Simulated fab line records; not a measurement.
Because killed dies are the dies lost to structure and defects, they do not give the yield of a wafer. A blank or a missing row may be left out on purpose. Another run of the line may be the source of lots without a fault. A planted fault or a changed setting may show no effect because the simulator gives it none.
Tool commonality check | flow berkeley cmos170 | 15 lots and 45 wafers in the sample

WHAT PROMPTED THE OPENING
Of 15 lots, 3 have the reading NSD_TW flagged at UCB170_NSD_TW_MEAS_10. Wafers without a fault read 4237, standard deviation 19.
Rule: flag the lot when none of its wafers has a number, or when each of its wafers that has one lies beyond 4 standard deviations from that mean. The rest of the lots are taken to be sound.

lot  | measured     | on            | NSD_TW, wafer by wafer | flag
L472 | day 8 05:36  | film metro-01 | 4208 4207 4186         |
L473 | day 8 06:05  | film metro-04 | 4235 4231 4231         |
L475 | day 9 06:51  | film metro-03 | 4217 4229 4246         |
L474 | day 9 07:09  | film metro-03 | 4258 4270 4251         |
L477 | day 9 23:32  | film metro-03 | 4251 4229 4234         |
L479 | day 10 14:26 | film metro-04 | 4227 4255 4220         |
L478 | day 10 14:38 | film metro-03 | 4257 4245 4240         |
L480 | day 10 14:44 | film metro-01 | 4228 4206 4213         |
L481 | day 11 12:41 | film metro-01 | 4474 4481 4464         | FLAGGED
L487 | day 12 03:34 | film metro-04 | 4462 4460 4466         | FLAGGED
L486 | day 12 03:53 | film metro-03 | 4455 4431 4428         | FLAGGED
L489 | day 12 15:07 | film metro-03 | 4212 4248 4226         |
L491 | day 12 21:52 | film metro-04 | 4243 4241 4242         |
L494 | day 13 07:22 | film metro-01 | 4221 4222 4224         |
L493 | day 13 07:46 | film metro-01 | 4227 4233 4219         |
On average the flagged lots' numbers are 4458, which is +221 against the usual, or +12 standard deviations.

TOOL THAT RAN EACH LOT
2 process steps preceding the reading are held in the record, out of 331 steps in the route. Cell contents, in order: the tool; ch with the chambers the sampled wafers went through; the start.
lot  | flag    | UCB170_NSD_IMPLANT_08           | UCB170_NSD_STRIP_09
L472 |         | implanter-01 ch 0, day 8 05:21  | plasma asher-03 ch 0,1, day 8 05:30
L473 |         | implanter-01 ch 0, day 8 05:50  | plasma asher-03 ch 0,1, day 8 05:59
L475 |         | implanter-01 ch 0, day 9 06:37  | plasma asher-02 ch 0, day 9 06:44
L474 |         | implanter-02 ch 0, day 9 06:55  | plasma asher-01 ch 0,1, day 9 07:02
L477 |         | implanter-02 ch 0, day 9 23:17  | plasma asher-03 ch 0,1, day 9 23:26
L479 |         | implanter-04 ch 0, day 10 14:11 | plasma asher-02 ch 0,1, day 10 14:20
L478 |         | implanter-01 ch 0, day 10 14:25 | plasma asher-03 ch 0,1, day 10 14:32
L480 |         | implanter-02 ch 0, day 10 14:31 | plasma asher-01 ch 0,1, day 10 14:39
L481 | FLAGGED | implanter-01 ch 0, day 11 12:07 | plasma asher-02 ch 0,1, day 11 12:35
L487 | FLAGGED | implanter-04 ch 0, day 12 02:56 | plasma asher-03 ch 0,1, day 12 03:28
L486 | FLAGGED | implanter-01 ch 0, day 12 03:14 | plasma asher-03 ch 0,1, day 12 03:47
L489 |         | implanter-02 ch 0, day 12 14:52 | plasma asher-02 ch 0,1, day 12 15:01
L491 |         | implanter-02 ch 0, day 12 21:38 | plasma asher-02 ch 0,1, day 12 21:46
L494 |         | implanter-04 ch 0, day 13 07:07 | plasma asher-02 ch 0,1, day 13 07:16
L493 |         | implanter-02 ch 0, day 13 07:33 | plasma asher-01 ch 0,1, day 13 07:40
These steps, and what they do:
- UCB170_NSD_IMPLANT_08
- UCB170_NSD_STRIP_09: strips in O2.
- UCB170_NSD_TW_MEAS_10

FLAGGED OVER TOTAL, TOOL BY TOOL (the gauges that took the reading come last)
step                  | tool            | lots run | flagged | share of the flagged lots | sound lots run after its first flagged lot
UCB170_NSD_IMPLANT_08 | implanter-01    | 6        | 2       | some                      | 0
UCB170_NSD_IMPLANT_08 | implanter-02    | 6        | 0       | none                      | -
UCB170_NSD_IMPLANT_08 | implanter-04    | 3        | 1       | some                      | 1 (L494)
UCB170_NSD_STRIP_09   | plasma asher-01 | 3        | 0       | none                      | -
UCB170_NSD_STRIP_09   | plasma asher-02 | 6        | 1       | some                      | 3 (L489,L491,L494)
UCB170_NSD_STRIP_09   | plasma asher-03 | 6        | 2       | some                      | 0
UCB170_NSD_TW_MEAS_10 | film metro-01   | 5        | 1       | some                      | 2 (L494,L493)
UCB170_NSD_TW_MEAS_10 | film metro-03   | 6        | 1       | some                      | 1 (L489)
UCB170_NSD_TW_MEAS_10 | film metro-04   | 4        | 1       | some                      | 1 (L491)

WHAT THE TABLE ALLOWS
No row of the table ran every flagged lot.

WHAT THE SIMULATOR HAD INSERTED
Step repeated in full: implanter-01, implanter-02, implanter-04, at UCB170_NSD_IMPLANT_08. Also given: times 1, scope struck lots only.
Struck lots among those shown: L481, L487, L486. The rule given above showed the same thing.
